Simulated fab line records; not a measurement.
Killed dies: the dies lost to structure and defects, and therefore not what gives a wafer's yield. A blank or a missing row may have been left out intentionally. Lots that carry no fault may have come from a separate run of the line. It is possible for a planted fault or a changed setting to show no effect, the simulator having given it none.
One fault through the eyes of 2 desks    flow berkeley-cmos170    every desk sees just its own numbers, and what lay behind them comes last

== AT THE TOOL OWNER'S DESK: implanter-04 ==
For each lot that ran on this tool, the mean over its sampled wafers that have a number, from the tool's own readings at UCB170_NLDD_IMPLANT_08. Any lot whose mean is over 4 standard deviations away from the usual mean is out of limits and marked OUT; that distance is given in the brackets.
Columns: A = beam-energy-keV at UCB170_NLDD_IMPLANT_08, usual 30.000; B = dose-ions-cm2 at UCB170_NLDD_IMPLANT_08, usual 4.999e+13; C = faraday-current-uA at UCB170_NLDD_IMPLANT_08, usual 158
lot   first seen here  A       B                            C
L113  day 7 03:39      29.989  5.006e+13                    156
L115  day 7 18:17      30.005  4.995e+13                    160
L118  day 8 06:26      30.009  4.999e+13                    159
L119  day 8 20:04      29.995  5.003e+13                    159
L121  day 9 02:45      30.006  3.351e+13 (-99 or more) OUT  105 (-17) OUT
L123  day 9 08:41      29.996  3.348e+13 (-99 or more) OUT  103 (-17) OUT
L134  day 12 19:28     30.014  4.994e+13                    160
This desk's finding: out of limits on L121, L123; first on L121, day 9 02:45 (dose-ions-cm2 at UCB170_NLDD_IMPLANT_08). Within limits: L113, L115, L118, L119, L134.

== METROLOGY DESK ==
What the gauges read, lot by lot, whatever tool the lot ran on: means of the sampled wafers that have a number. Any lot whose mean is over 4 standard deviations away from the usual mean is out of limits and marked OUT; that distance is given in the brackets.
Columns: A = NWELL_OVL at UCB170_NWELL_OVL_MEAS_12, usual -2 nm; B = FIELD_OXIDE_LEFT_1_THK at UCB170_FIELD_THK_MEAS_90, usual 437 nm; C = NLDD_TW at UCB170_NLDD_TW_MEAS_11, usual 2212; D = NLDD_RS at UCB170_SDANNEAL_RS_MEAS_05, usual 617.0 ohm/sq; E = cd-nm at UCB170_M1_CD_MEAS_90, usual 700.2 nm
lot   first seen here  A    B    C                D                E
L113  day 2 15:54      -8   438  2228             615.9            701.5
L114  day 2 21:01      -1   407  2180             617.4            697.8
L115  day 2 21:25      2    420  2234             618.2            702.2
L118  day 3 12:42      1    421  2212             616.6            699.5
L119  day 3 22:19      -4   438  2194             619.4            700.0
L120  day 3 22:26      3    425  2217             615.6            699.5
L121  day 4 06:20      -6   439  2105 (-6.7) OUT  694.7 (+46) OUT  -
L124  day 4 15:32      -0   444  2221             616.5            701.1
L123  day 4 15:44      -8   450  2083 (-8.1) OUT  697.5 (+47) OUT  -
L128  day 5 08:17      5    429  2233             615.4            701.4
L130  day 6 00:58      -10  446  2191             616.5            703.0
L134  day 6 21:49      4    438  2219             616.6            697.9
L135  day 7 06:17      5    450  2200             617.1            695.9
L136  day 7 06:34      6    451  2213             616.9            700.0
This desk's finding: out of limits on L121, L123; first on L121, day 9 03:08 (NLDD_TW at UCB170_NLDD_TW_MEAS_11). Within limits: L113, L114, L115, L118, L119, L120, L124, L128, L130, L134, L135, L136.

== TAKEN TOGETHER ==
The tool owner's desk had the chance to raise an alarm at day 9 02:45 on L121, L123.
At day 9 03:08 the metrology desk could have sounded an alarm, on L121, L123.
The lots listed all ran UCB170_NLDD_IMPLANT_08 on implanter-04.

== WHAT THE SIMULATOR HAD INSERTED ==
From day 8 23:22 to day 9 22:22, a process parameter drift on implanter-04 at UCB170_NLDD_IMPLANT_08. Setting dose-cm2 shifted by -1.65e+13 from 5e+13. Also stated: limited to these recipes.
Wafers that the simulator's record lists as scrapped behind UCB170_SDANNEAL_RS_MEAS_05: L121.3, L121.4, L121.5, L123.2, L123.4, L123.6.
Lots struck among those shown: L121, L123.
Fault start to first reading out of limits, in hours, per desk: tool owner, 3; metrology, 4.
